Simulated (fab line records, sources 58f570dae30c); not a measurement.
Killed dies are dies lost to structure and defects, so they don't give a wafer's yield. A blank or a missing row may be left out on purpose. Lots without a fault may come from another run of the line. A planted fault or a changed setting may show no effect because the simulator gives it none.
Which tool did it? | flow berkeley_cmos170 | 14 lots, 42 wafers sampled, at 6 steps of a route of 331

WHAT THE GAUGES READ, wafer by wafer
UCB170_SDANNEAL_RS_MEAS_03: measures by four-point-probe.
lot  | measured     | on            | NSD_RS (ohm/sq)
L587 | day 6 19:09  | film_metro-01 | 37.20 37.23 37.17
L586 | day 6 19:38  | film_metro-01 | 37.27 37.31 37.27
L589 | day 7 20:09  | film_metro-01 | 37.15 37.19 37.12
L590 | day 7 20:09  | film_metro-04 | 37.14 37.26 37.28
L591 | day 8 06:52  | film_metro-02 | 37.16 37.07 37.14
L592 | day 8 07:08  | film_metro-01 | 37.14 37.19 37.24
L597 | day 8 21:59  | film_metro-01 | 37.26 37.24 37.32
L596 | day 8 22:19  | film_metro-04 | 37.37 37.26 37.32
L600 | day 10 01:19 | film_metro-01 | 37.21 37.18 37.17
L599 | day 10 01:38 | film_metro-04 | 37.35 37.44 37.39
L603 | day 10 08:02 | film_metro-04 | 37.40 37.43 37.35
L601 | day 10 11:20 | film_metro-01 | 37.24 37.26 37.13
L606 | day 11 03:10 | film_metro-02 | 37.12 37.10 37.08
L609 | day 11 03:19 | film_metro-04 | 37.33 37.38 37.30

UCB170_M1_RS_MEAS_01: measures by four-point-probe.
lot  | measured     | on            | M1_AL_RS (ohm/sq)
L587 | day 7 03:00  | film_metro-02 | 0.0486 0.0480 0.0489
L586 | day 7 05:08  | film_metro-02 | 0.0482 0.0492 0.0484
L589 | day 8 01:34  | film_metro-02 | 0.0482 0.0491 0.0483
L590 | day 8 01:55  | film_metro-01 | 0.0482 0.0485 0.0481
L591 | day 8 12:43  | film_metro-04 | 0.0494 0.0489 0.0488
L592 | day 8 13:11  | film_metro-02 | 0.0489 0.0485 0.0497
L597 | day 9 04:53  | film_metro-02 | 0.0478 0.0479 0.0493
L596 | day 9 05:01  | film_metro-01 | 0.0486 0.0492 0.0489
L600 | day 10 10:19 | film_metro-02 | 0.0475 0.0481 0.0493
L599 | day 10 09:44 | film_metro-04 | 0.0491 0.0489 0.0499
L603 | day 10 16:05 | film_metro-02 | 0.0477 0.0473 0.0483
L601 | day 10 17:35 | film_metro-04 | 0.0482 0.0477 0.0476
L606 | day 11 10:59 | film_metro-01 | 0.0476 0.0482 0.0485
L609 | day 11 11:16 | film_metro-04 | 0.0499 0.0491 0.0491

UCB170_M2_RS_MEAS_02: measures by four-point-probe.
lot  | measured     | on            | M2_AL_RS (ohm/sq)
L587 | day 7 09:19  | film_metro-02 | 0.0321 0.0323 0.0311
L586 | day 7 14:34  | film_metro-02 | 0.0310 0.0310 0.0309
L589 | day 8 09:56  | film_metro-04 | 0.0310 0.0322 0.0323
L590 | day 8 10:13  | film_metro-02 | 0.0320 0.0318 0.0323
L591 | day 8 22:05  | film_metro-02 | 0.0310 0.0324 0.0322
L592 | day 8 22:54  | film_metro-02 | 0.0323 0.0313 0.0327
L597 | day 9 18:06  | film_metro-04 | 0.0322 0.0316 0.0322
L596 | day 9 17:55  | film_metro-02 | 0.0323 0.0318 0.0314
L600 | day 10 20:08 | film_metro-02 | 0.0318 0.0324 0.0320
L599 | day 10 20:05 | film_metro-04 | 0.0314 0.0322 0.0313
L603 | day 10 23:16 | film_metro-02 | 0.0320 0.0184 0.0320
L601 | day 11 02:27 | film_metro-03 | 0.0314 0.0323 0.0322
L606 | day 11 18:49 | film_metro-02 | 0.0185 0.0318 0.0185
L609 | day 11 19:53 | film_metro-04 | 0.0323 0.0318 0.0320

UCB170_M2_THK_MEAS_03: measures by xrf.
lot  | measured     | on            | M2_AL_THK (nm)
L587 | day 7 09:26  | film_metro-02 | 899 900 931
L586 | day 7 14:41  | film_metro-02 | 927 934 938
L589 | day 8 10:04  | film_metro-04 | 960 913 914
L590 | day 8 10:20  | film_metro-02 | 913 911 897
L591 | day 8 22:12  | film_metro-02 | 938 894 902
L592 | day 8 23:01  | film_metro-02 | 902 927 886
L597 | day 9 18:13  | film_metro-04 | 920 936 916
L596 | day 9 18:02  | film_metro-02 | 893 910 920
L600 | day 10 20:13 | film_metro-02 | 921 905 914
L599 | day 10 20:12 | film_metro-04 | 944 918 947
L603 | day 10 23:23 | film_metro-02 | 912 1581 917
L601 | day 11 02:34 | film_metro-03 | 934 911 909
L606 | day 11 18:56 | film_metro-02 | 1571 913 1565
L609 | day 11 20:00 | film_metro-04 | 918 929 921

WHICH TOOL RAN EACH LOT (tool, then ch and the chambers of the sampled wafers, then the start)
lot  | UCB170_M1_STRIP_13                   | UCB170_M2_SPUTTER_01
L587 | plasma_asher-01 ch 0,1, day 7 04:21  | pvd_sputter-02, day 7 09:14
L586 | plasma_asher-04 ch 0,1, day 7 07:05  | pvd_sputter-04, day 7 14:29
L589 | plasma_asher-01 ch 0,1, day 8 03:11  | pvd_sputter-02, day 8 09:52
L590 | plasma_asher-01 ch 1, day 8 03:55    | pvd_sputter-04, day 8 10:08
L591 | plasma_asher-04 ch 0,1, day 8 14:22  | pvd_sputter-02, day 8 22:00
L592 | plasma_asher-03 ch 0,1, day 8 14:37  | pvd_sputter-02, day 8 22:49
L597 | plasma_asher-01 ch 0,1, day 9 07:09  | pvd_sputter-02, day 9 18:01
L596 | plasma_asher-01 ch 0,1, day 9 07:20  | pvd_sputter-03, day 9 17:49
L600 | plasma_asher-01 ch 0,1, day 10 12:45 | pvd_sputter-02, day 10 19:59
L599 | plasma_asher-01 ch 0,1, day 10 11:17 | pvd_sputter-03, day 10 19:59
L603 | plasma_asher-01 ch 1, day 10 17:47   | pvd_sputter-03, day 10 23:11
L601 | plasma_asher-03 ch 0,1, day 10 20:26 | pvd_sputter-04, day 11 02:22
L606 | plasma_asher-04 ch 0,1, day 11 13:17 | pvd_sputter-03, day 11 18:44
L609 | plasma_asher-01 ch 0,1, day 11 13:31 | pvd_sputter-02, day 11 19:48
- UCB170_M1_STRIP_13: strips in O2.
- UCB170_M2_SPUTTER_01: material Al, target thk 900 nm, time 120 s.

WHAT THE TOOLS THEMSELVES READ (means of the sampled wafers that have a number; where no wafer has one, the mark that the record gives instead)
UCB170_M1_STRIP_13.
lot  | tool            | drypump_motor_current_A (A) | oes_product_au (a.u.)
L587 | plasma_asher-01 | 5.4                         | 0.722
L586 | plasma_asher-04 | 6.1                         | 0.721
L589 | plasma_asher-01 | 5.5                         | 0.719
L590 | plasma_asher-01 | 5.5                         | 0.721
L591 | plasma_asher-04 | 6.1                         | 0.717
L592 | plasma_asher-03 | 5.6                         | 0.718
L597 | plasma_asher-01 | 5.5                         | 0.719
L596 | plasma_asher-01 | 5.4                         | 0.718
L600 | plasma_asher-01 | 5.5                         | 0.721
L599 | plasma_asher-01 | 5.4                         | 0.718
L603 | plasma_asher-01 | 5.5                         | 0.719
L601 | plasma_asher-03 | 5.6                         | 0.722
L606 | plasma_asher-04 | 6.3                         | 0.722
L609 | plasma_asher-01 | 5.4                         | 0.727

UCB170_M2_SPUTTER_01.
lot  | tool           | throttle_valve_pct (%)
L587 | pvd_sputter-02 | 30.4
L586 | pvd_sputter-04 | 30.9
L589 | pvd_sputter-02 | 30.6
L590 | pvd_sputter-04 | 29.6
L591 | pvd_sputter-02 | 30.4
L592 | pvd_sputter-02 | 30.4
L597 | pvd_sputter-02 | 30.1
L596 | pvd_sputter-03 | 29.3
L600 | pvd_sputter-02 | 29.9
L599 | pvd_sputter-03 | 28.6
L603 | pvd_sputter-03 | 30.2
L601 | pvd_sputter-04 | 28.8
L606 | pvd_sputter-03 | 29.5
L609 | pvd_sputter-02 | 30.3

THE ANSWER, worked out from the rows above alone
Rule: what is usual is taken from the lots themselves. Put in order of their means at a reading, lots are off if they are a third of the lots or fewer, leave a main group of 4 or more, and stand apart from it by a gap of 3 or more times the standard deviation of the main group's means; of several such gaps the widest counts. A main group whose means are all the same, to the digits that the tables above print for the reading, isn't used. A lot without any number at a reading at which 4 lots or more have one is off too. The other lots that the step has rows for count as sound. The gauges are gone through in route order, then the tools' own readings, and for those a lot's mean is taken as printed above. The first step at which some lot is off is used, and at that step the reading that is off furthest; a lot without a number counts as furthest.
Off: L603, L606, at UCB170_M2_RS_MEAS_02 (M2_AL_RS). The main group: mean 0.0318 ohm/sq, standard deviation 0.00029.
A tool fits if, at a process step before that reading, it ran every lot that is off, and no sound lot after the first of them. The gauges at UCB170_M2_RS_MEAS_02 are tried like those tools. Can't be told from this: 2 tools fit, pvd_sputter-03 at UCB170_M2_SPUTTER_01, film_metro-02 at UCB170_M2_RS_MEAS_02.

WHAT THE SIMULATOR HAD PUT IN
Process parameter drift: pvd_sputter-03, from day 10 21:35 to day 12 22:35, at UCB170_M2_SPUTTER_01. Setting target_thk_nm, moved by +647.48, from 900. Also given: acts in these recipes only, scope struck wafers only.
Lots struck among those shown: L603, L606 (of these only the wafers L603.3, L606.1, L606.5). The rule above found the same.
